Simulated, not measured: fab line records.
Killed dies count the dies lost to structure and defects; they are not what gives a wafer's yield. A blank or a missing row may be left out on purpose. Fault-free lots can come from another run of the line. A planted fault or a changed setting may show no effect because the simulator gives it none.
Split-lot study | flow rit-cmos | on a route of 202 steps: 5 lots, 23 wafers read

## THE SPLIT
At RIT_ACTIVE_DEVELOP_10 (develop time 50 s), the setting develop-time-s was moved away from the recipe's 50 s on 8 of the 23 wafers read, by -13.8% to -6.4%. All remaining wafers had this setting at the recipe value.

## FROM THE SPLIT TO THE READING: what the file shows between them, 4 steps
- RIT_ACTIVE_CD_MEAS_11: target cd 1400 nm
- RIT_ACTIVE_HARDBAKE_12: time 60 s
- RIT_ACTIVE_ETCH_13: etches Si3N4 in SF6, stops on SiO2, time 210 s, target depth 210 nm
- RIT_ACTIVE_STRIP_14: strips in O2, time 180 s

## THE READING
Shown in nm: cd-nm at RIT_ACTIVE_CD_MEAS_90, with target cd 1400 nm. Typical for fault-free wafers on this fab line: 1398.7 nm, with standard deviation 2.5 nm.

wafer  | tool, chamber at the split | develop-time-s as run, s | against the recipe | cd-nm, nm | against lot-mates on the recipe
L076.1 | litho-track-04, 0          | 50                       | recipe             | 1397.9    | -
L076.3 | litho-track-04, 0          | 50                       | recipe             | 1399.0    | -
L076.4 | litho-track-04, 0          | 50                       | recipe             | 1398.7    | -
L076.5 | litho-track-04, 0          | 45.31                    | -9.4%              | 1408.8    | +10.3
L076.6 | litho-track-04, 0          | 45.31                    | -9.4%              | 1408.2    | +9.7
L077.1 | litho-track-03, 0          | 50                       | recipe             | 1399.3    | -
L077.5 | litho-track-03, 0          | 50                       | recipe             | 1399.4    | -
L077.6 | litho-track-03, 0          | 50                       | recipe             | 1398.8    | -
L078.1 | litho-track-01, 0          | 50                       | recipe             | 1400.7    | -
L078.2 | litho-track-01, 0          | 50                       | recipe             | 1398.4    | -
L078.4 | litho-track-01, 0          | 50                       | recipe             | 1399.7    | -
L078.5 | litho-track-01, 0          | 50                       | recipe             | 1399.4    | -
L078.6 | litho-track-01, 0          | 50                       | recipe             | 1398.1    | -
L081.1 | litho-track-03, 0          | 46.82                    | -6.4%              | 1402.2    | +5.0
L081.2 | litho-track-03, 0          | 50                       | recipe             | 1398.4    | -
L081.4 | litho-track-03, 0          | 46.82                    | -6.4%              | 1401.8    | +4.6
L081.5 | litho-track-03, 0          | 50                       | recipe             | 1395.9    | -
L081.6 | litho-track-03, 0          | 46.82                    | -6.4%              | 1404.4    | +7.2
L085.2 | litho-track-04, 0          | 43.09                    | -13.8%             | 1410.7    | +15.7
L085.3 | litho-track-04, 0          | 50                       | recipe             | 1394.0    | -
L085.4 | litho-track-04, 0          | 43.09                    | -13.8%             | 1410.9    | +15.9
L085.5 | litho-track-04, 0          | 50                       | recipe             | 1396.0    | -
L085.6 | litho-track-04, 0          | 43.09                    | -13.8%             | 1408.9    | +13.9

THE FIT
A straight line over all 23 wafers: cd-nm changes by -0.892 nm for each +1% of develop-time-s; r = -0.94; the points scatter about the line by 1.7 nm.
The same after taking each lot's own level away (the mean of its wafers on the recipe; 23 wafers): -1.07 nm for each +1%; r = -0.98; scatter 1 nm.
According to that fit, moving develop-time-s by its largest amount changes the reading by 15 nm.
The lots' own levels span 1395.00 to 1399.26 nm, that is 1.7 times the standard deviation above.
So the lot-to-lot level changes the slope: the two fits differ.
Check: +14.4 nm against its lot-mates is what the line predicts for one of the wafers moved furthest among these (-13.8%) when that wafer is left out of the fit. Against them it came out at +15.7 nm.

## THESE WAFERS: OTHER SPLITS
Other splits were also applied to these wafers ahead of the reading. Each is held against what the fit with the lots' levels taken away leaves over:
other split on the same wafers | wafers away from the commonest value | r with cd-nm (lot level and that fit taken away)
RIT_ACTIVE_CVD_03 time-s       | 18                                   | -0.22

## THE WHOLE CHAIN: every reading that the file lists as answering this split, in the file's order
step                  | what it does                                                        | reading                                                       | change (the file's fit)              | r (the file's)
RIT_ACTIVE_CD_MEAS_11 | target cd 1400 nm                                                   | cd-nm                                                         | -1.05 nm for each +1% of the setting | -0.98
RIT_ACTIVE_ETCH_13    | etches Si3N4 in SF6, stops on SiO2, time 210 s, target depth 210 nm | ACTIVE.cd-nm (the simulator's own value, which no gauge read) | -1.07 nm for each +1% of the setting | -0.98
RIT_ACTIVE_CD_MEAS_90 | target cd 1400 nm                                                   | cd-nm                                                         | -1.06 nm for each +1% of the setting | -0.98

## THE FILE'S OWN FIT
cd-nm changes by -1.06 nm for each +1% of develop-time-s, r = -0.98.
